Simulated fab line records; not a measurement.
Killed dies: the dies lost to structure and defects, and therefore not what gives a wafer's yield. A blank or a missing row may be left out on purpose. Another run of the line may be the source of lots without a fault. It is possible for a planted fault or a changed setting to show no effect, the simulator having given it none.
Comparing a struck lot with a sound one + flow berkeley-cmos170 + 20 out of 331 route steps
Sound: these wafers, L402.1, L402.2, L402.6. Wafers struck: L414.1, L414.2, L414.3. Last of all comes the cause.
Order at every step that has rows: each side's tool, ch and its chambers, its first start. Under that, the readings that differ: sound wafers + struck wafers + difference of the means + sigmas: that difference in standard deviations of wafers without a fault.
alike: a reading whose means differ by less than 2 such deviations, as well as words and numbers matching on both sides. not compared: withheld readings; readings where some wafer has no value; bounds like >300 that might hide an equal value; numbers whose values overlap and for which the record gives no deviation.
The two part at a step that has a row with sigmas, a row that says differs or no value, or rows on one side only. Numbers that don't overlap but have no deviation are shown without sigmas and don't part them. Lack of a reading on every wafer of one side parts them only where that side has two or more wafers.

UCB170_M1_STRIP_13: strips in O2.
  sound on plasma-asher-02 ch 0,1, day 7 18:29; struck on plasma-asher-03 ch 0,1, day 9 17:44
  alike: drypump-motor-current-A, oes-product-au
  not compared: rf-hours-counter-h
UCB170_M1_CD_MEAS_90: target cd 700 nm.
  struck on cd-sem-01, day 9 17:50; sound on cd-sem-02, day 7 18:35
  alike: cd-nm
then, 1 step without rows for these wafers: UCB170_M1_ANNEAL_14 (time 1200 s).
UCB170_V1_CVD_00: deposits SiO2 from TEOS/O2, target thk 2000 nm, time 250 s.
  sound on pecvd-01 ch 0,1,2, day 7 22:15; struck on pecvd-01 ch 0,1,2, day 9 22:41
  alike: heater-power-w
UCB170_V1_THK_MEAS_01:
  struck on film-metro-01, day 9 22:50; sound on film-metro-04, day 7 22:25
  alike: V1_TEOS_THK
UCB170_V1_CMP_02: polishes SiO2.
  sound on cmp-02 ch 1,2,3, day 7 22:46; struck on cmp-01 ch 0,2,3, day 9 22:57
  alike: motor-current-A, retaining-ring-pressure-frac
UCB170_V1_BOW_MEAS_03:
  struck on film-metro-01, day 9 23:12; sound on film-metro-01, day 7 23:04
  alike: V1_BOW
UCB170_V1_THK_MEAS_04:
  struck on film-metro-01, day 9 23:19; sound on film-metro-01, day 7 23:11
  alike: V1_POLISHED_THK
then, 4 steps without rows for these wafers: UCB170_V1_CLEAN_05 (cleans in DIW); UCB170_V1_HMDS_06 (prime time 60 s); UCB170_V1_COAT_07 (resist thk 900 nm); UCB170_V1_SOFTBAKE_08 (time 60 s).
UCB170_V1_EXPOSE_09: exposes mask VIA1, target cd 700 nm.
  sound on krf-scanner-02 ch 0, day 8 00:36; struck on krf-scanner-02 ch 0, day 10 02:16
  alike: mask
then, 2 steps without rows for these wafers: UCB170_V1_PEB_10; UCB170_V1_DEVELOP_11 (develop time 45 s).
UCB170_V1_CD_MEAS_12: target cd 700 nm.
  struck on cd-sem-02, day 10 03:11; sound on cd-sem-02, day 8 01:04
| reading    | sound             | struck            | difference | sigmas |
|------------|-------------------|-------------------|------------|--------|
| cd-nm (nm) | 701.6 701.5 701.3 | 706.8 707.0 702.8 | +4.1       | +3     |
UCB170_V1_OVL_MEAS_13:
  struck on overlay-01, day 10 03:19; sound on overlay-01, day 8 01:11
  alike: V1_OVL
UCB170_V1_ETCH_14: etches SiO2 in CHF3/CF4/Ar, stops on Al, target depth 1250 nm, time 291 s.
  sound on rie-diel-03 ch 1,2, day 8 01:13; struck on rie-diel-04 ch 0,1,3, day 10 03:21
| reading             | sound             | struck            | difference | sigmas |
|---------------------|-------------------|-------------------|------------|--------|
| model.V1.cd-nm (nm) | 701.3 701.4 701.1 | 707.3 706.8 702.3 | +4.2       |        |
  alike: CHF3_flow_sccm, cf4-flow-sccm, drypump-motor-current-A, mfc-ar-sccm, oes-product-au, throttle-valve-pct
  not compared: rf-hours-counter-h
UCB170_V1_STRIP_15: strips in O2.
  sound on plasma-asher-04 ch 0,1, day 8 01:23; struck on plasma-asher-03 ch 0,1, day 10 03:32
  alike: drypump-motor-current-A, oes-product-au, strip-time-to-endpoint-s
  not compared: rf-hours-counter-h
UCB170_M3_PROBE_99:
  only the struck wafers here have rows in the record (prober-02, day 10 14:37); the sound ones have none

## WHERE THEY PART
Last at UCB170_M3_PROBE_99 as far as this record goes, first at UCB170_V1_CD_MEAS_12.

WHY: what had been put in by the simulator
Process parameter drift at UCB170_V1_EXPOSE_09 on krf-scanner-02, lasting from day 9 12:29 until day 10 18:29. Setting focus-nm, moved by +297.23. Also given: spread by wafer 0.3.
